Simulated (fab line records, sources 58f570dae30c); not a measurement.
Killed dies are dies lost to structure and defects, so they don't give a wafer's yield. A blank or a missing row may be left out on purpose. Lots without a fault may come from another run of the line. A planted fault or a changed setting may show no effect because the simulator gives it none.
Which tool did it? | flow berkeley_cmos170 | 14 lots, 42 wafers sampled, at 4 steps of a route of 331

WHAT THE GAUGES READ, wafer by wafer
UCB170_V2_CD_MEAS_90: target cd 700 nm. Usual: cd_nm 699.9 nm, standard deviation 1.5.
lot  | measured     | on        | cd_nm (nm)        | flag
L321 | day 9 10:19  | cd_sem-02 | 701.7 702.0 700.2 |
L323 | day 10 11:34 | cd_sem-02 | 700.3 698.5 697.7 |
L325 | day 10 04:44 | cd_sem-01 | 698.4 700.0 698.8 |
L327 | day 10 10:51 | cd_sem-01 | 700.8 699.5 701.2 |
L328 | day 10 09:52 | cd_sem-01 | 702.2 700.2 702.1 |
L326 | day 10 09:35 | cd_sem-01 | 697.3 697.3 696.8 |
L329 | day 10 13:07 | cd_sem-01 | 700.7 700.7 701.4 |
L331 | day 11 06:28 | cd_sem-02 | 699.0 700.4 700.2 |
L332 | day 11 06:41 | cd_sem-02 | 702.2 702.2 700.2 |
L333 | day 11 20:25 | cd_sem-02 | 698.1 698.1 699.0 |
L335 | day 11 20:56 | cd_sem-02 | 701.3 700.9 702.5 |
L336 | day 12 05:23 | cd_sem-01 | 696.3 698.0 699.8 |
L340 | day 13 00:03 | cd_sem-02 | 699.1 699.0 701.0 |
L341 | day 12 21:32 | cd_sem-02 | 700.1 699.7 700.7 |

WHICH TOOL RAN EACH LOT (tool, then ch and the chambers of the sampled wafers, then the start)
lot  | UCB170_WELLDRIVE_OXIDATION_01 | UCB170_SDANNEAL_RTA_00           | UCB170_V2_ETCH_14
L321 | furnace-02 ch 0, day 4 07:49  | rtp_anneal-02 ch 0, day 8 15:29  | rie_diel-04 ch 1,3, day 9 10:00
L323 | furnace-04 ch 0, day 5 04:58  | rtp_anneal-02 ch 0, day 9 13:34  | rie_diel-04 ch 0,1,3, day 10 11:17
L325 | furnace-04 ch 0, day 5 04:58  | rtp_anneal-01 ch 0, day 9 11:48  | rie_diel-04 ch 0,1,2, day 10 04:26
L327 | furnace-04 ch 0, day 5 04:58  | rtp_anneal-02 ch 0, day 9 13:16  | rie_diel-03 ch 1,3, day 10 10:34
L328 | furnace-04 ch 0, day 5 04:58  | rtp_anneal-01 ch 0, day 9 13:16  | rie_diel-03 ch 0,3, day 10 09:34
L326 | furnace-01 ch 0, day 5 10:19  | rtp_anneal-01 ch 0, day 9 12:40  | rie_diel-01 ch 2,3, day 10 09:19
L329 | furnace-01 ch 0, day 5 17:55  | rtp_anneal-02 ch 0, day 9 19:44  | rie_diel-03 ch 2,3, day 10 12:50
L331 | furnace-04 ch 0, day 6 03:20  | rtp_anneal-02 ch 0, day 10 08:56 | rie_diel-03 ch 0,1,3, day 11 06:10
L332 | furnace-01 ch 0, day 6 08:41  | rtp_anneal-01 ch 0, day 10 09:34 | rie_diel-04 ch 0,2,3, day 11 06:23
L333 | furnace-04 ch 0, day 6 19:32  | rtp_anneal-02 ch 0, day 10 23:58 | rie_diel-01 ch 1,2,3, day 11 20:08
L335 | furnace-04 ch 0, day 6 19:32  | rtp_anneal-01 ch 0, day 11 00:00 | rie_diel-04 ch 1,2,3, day 11 20:37
L336 | furnace-01 ch 0, day 7 06:35  | rtp_anneal-01 ch 0, day 11 06:10 | rie_diel-04 ch 0,1,2, day 12 05:05
L340 | furnace-04 ch 0, day 8 06:08  | rtp_anneal-02 ch 0, day 12 04:49 | rie_diel-01 ch 1,3, day 12 23:46
L341 | furnace-04 ch 0, day 8 06:08  | rtp_anneal-01 ch 0, day 12 04:22 | rie_diel-01 ch 1,3, day 12 21:14
- UCB170_WELLDRIVE_OXIDATION_01: target thk 199 nm, ox time 9000 s.
- UCB170_SDANNEAL_RTA_00: time 10 s.
- UCB170_V2_ETCH_14: etches SiO2 in CHF3/CF4/Ar, stops on Al, target depth 1250 nm, time 291 s.

WHAT THE TOOLS THEMSELVES READ (means of the sampled wafers that have a number; where no wafer has one, the mark that the record gives instead)
UCB170_WELLDRIVE_OXIDATION_01. Usual: spike_tc_centre_C 1102.8 C, standard deviation 1.2; zone_power_centre_pct 53.3 %, standard deviation 2; zone_power_source_pct 39.9 %, standard deviation 1.8.
lot  | tool       | spike_tc_centre_C (C) | zone_power_centre_pct (%) | zone_power_source_pct (%) | flag
L321 | furnace-02 | 1102.2                | 51.9                      | 44.9                      |
L323 | furnace-04 | 1101.8                | 55.0                      | 39.2                      |
L325 | furnace-04 | 1102.0                | 55.0                      | 39.3                      |
L327 | furnace-04 | 1102.4                | 55.6                      | 39.7                      |
L328 | furnace-04 | 1102.3                | 55.3                      | 39.4                      |
L326 | furnace-01 | 1104.1                | 51.5                      | 38.9                      |
L329 | furnace-01 | 1104.3                | 51.2                      | 39.1                      |
L331 | furnace-04 | 1102.2                | 54.7                      | 38.9                      |
L332 | furnace-01 | 1131.7                | 65.4                      | 36.7                      | OFF
L333 | furnace-04 | 1101.7                | 55.5                      | 39.0                      |
L335 | furnace-04 | 1102.0                | 55.7                      | 39.3                      |
L336 | furnace-01 | 1132.0                | 64.9                      | 36.5                      | OFF
L340 | furnace-04 | 1101.8                | 55.1                      | 39.2                      |
L341 | furnace-04 | 1102.2                | 55.6                      | 39.4                      |

UCB170_SDANNEAL_RTA_00. Usual: anneal_temp_c_max 904.8, standard deviation 1.5; chamber_o2_ppm 2.006, standard deviation 0.026; lamp_power_pct 22.6 %, standard deviation 2; wafer_temp_C_max 902.3, standard deviation 0.5.
lot  | tool          | anneal_temp_c_max | chamber_o2_ppm | lamp_power_pct (%) | wafer_temp_C_max | flag
L321 | rtp_anneal-02 | 904.2             | 2.009          | 20.8               | 902.2            |
L323 | rtp_anneal-02 | 903.2             | 2.034          | 20.8               | 902.1            |
L325 | rtp_anneal-01 | 904.9             | 2.026          | 24.7               | 902.5            |
L327 | rtp_anneal-02 | 904.4             | 2.041          | 20.8               | 901.9            |
L328 | rtp_anneal-01 | 905.5             | 2.006          | 24.7               | 902.0            |
L326 | rtp_anneal-01 | 906.9             | 1.987          | 24.7               | 902.7            |
L329 | rtp_anneal-02 | 903.7             | 2.016          | 20.8               | 901.8            |
L331 | rtp_anneal-02 | 903.4             | 2.042          | 20.8               | 902.3            |
L332 | rtp_anneal-01 | 905.8             | 2.006          | 24.7               | 902.2            |
L333 | rtp_anneal-02 | 903.1             | 2.026          | 20.8               | 902.4            |
L335 | rtp_anneal-01 | 907.0             | 2.025          | 24.7               | 902.9            |
L336 | rtp_anneal-01 | 906.8             | 1.983          | 24.7               | 902.9            |
L340 | rtp_anneal-02 | 903.2             | 2.025          | 20.8               | 903.1            |
L341 | rtp_anneal-01 | 905.9             | 1.988          | 24.7               | 902.4            |

UCB170_V2_ETCH_14. Usual: drypump_motor_current_A 5.7 A, standard deviation 0.42; mfc_ar_sccm 150.0 sccm, standard deviation 0.45; oes_product_au 0.874 a.u., standard deviation 0.01; throttle_valve_pct 6.91 %, standard deviation 0.12.
lot  | tool        | drypump_motor_current_A (A) | mfc_ar_sccm (sccm) | oes_product_au (a.u.) | throttle_valve_pct (%) | flag
L321 | rie_diel-04 | 6.1                         | 149.7              | 0.861                 | 6.86                   |
L323 | rie_diel-04 | 6.0                         | 149.7              | 0.867                 | 6.80                   |
L325 | rie_diel-04 | 5.7                         | 150.1              | 0.870                 | 6.82                   |
L327 | rie_diel-03 | 6.2                         | 150.0              | 0.879                 | 7.05                   |
L328 | rie_diel-03 | 6.2                         | 150.0              | 0.878                 | 7.00                   |
L326 | rie_diel-01 | 5.7                         | 150.1              | 0.877                 | 7.07                   |
L329 | rie_diel-03 | 6.3                         | 150.0              | 0.881                 | 7.06                   |
L331 | rie_diel-03 | 5.9                         | 149.8              | 0.880                 | 7.01                   |
L332 | rie_diel-04 | 5.6                         | 150.0              | 0.871                 | 6.86                   |
L333 | rie_diel-01 | 5.8                         | 150.2              | 0.873                 | 6.95                   |
L335 | rie_diel-04 | 5.8                         | 149.5              | 0.869                 | 6.87                   |
L336 | rie_diel-04 | 5.6                         | 150.3              | 0.874                 | 6.83                   |
L340 | rie_diel-01 | 5.6                         | 149.9              | 0.872                 | 6.86                   |
L341 | rie_diel-01 | 5.6                         | 150.1              | 0.868                 | 6.87                   |

THE ANSWER, worked out from the rows above alone
Rule: a lot is off if the mean of its wafers that have a number lies more than 3 standard deviations from the usual mean. A lot without any number at a reading at which 4 lots or more have one is off too. The other lots that the step has rows for count as sound. The gauges are gone through in route order, then the tools' own readings, and for those a lot's mean is taken as printed above. The first step at which some lot is off is used, and at that step the reading that is off furthest; a lot without a number counts as furthest.
Off: L332, L336, at UCB170_WELLDRIVE_OXIDATION_01 (spike_tc_centre_C).
A tool fits if, at that step or a process step before it, it ran every lot that is off, and no sound lot after the first of them. One fits: furnace-01 at UCB170_WELLDRIVE_OXIDATION_01. Its last sound lot is L329 (day 5 17:55), its first lot that is off L332 (day 6 08:41): a fault that began between those two fits.
The tool's own readings at UCB170_WELLDRIVE_OXIDATION_01 bear it out: on the lots that are off they differ by more than 5 times the standard deviation of the sound lots' means. spike_tc_centre_C reads 1131.8 C there against 1102.4 C on the sound lots; zone_power_centre_pct reads 65.2 % there against 54.3 % on the sound lots.

WHAT THE SIMULATOR HAD PUT IN
Process parameter drift: furnace-01, from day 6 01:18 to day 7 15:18, at UCB170_WELLDRIVE_OXIDATION_01. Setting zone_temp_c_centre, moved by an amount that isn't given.
Lots struck among those shown: L332, L336. The rule above found the same.
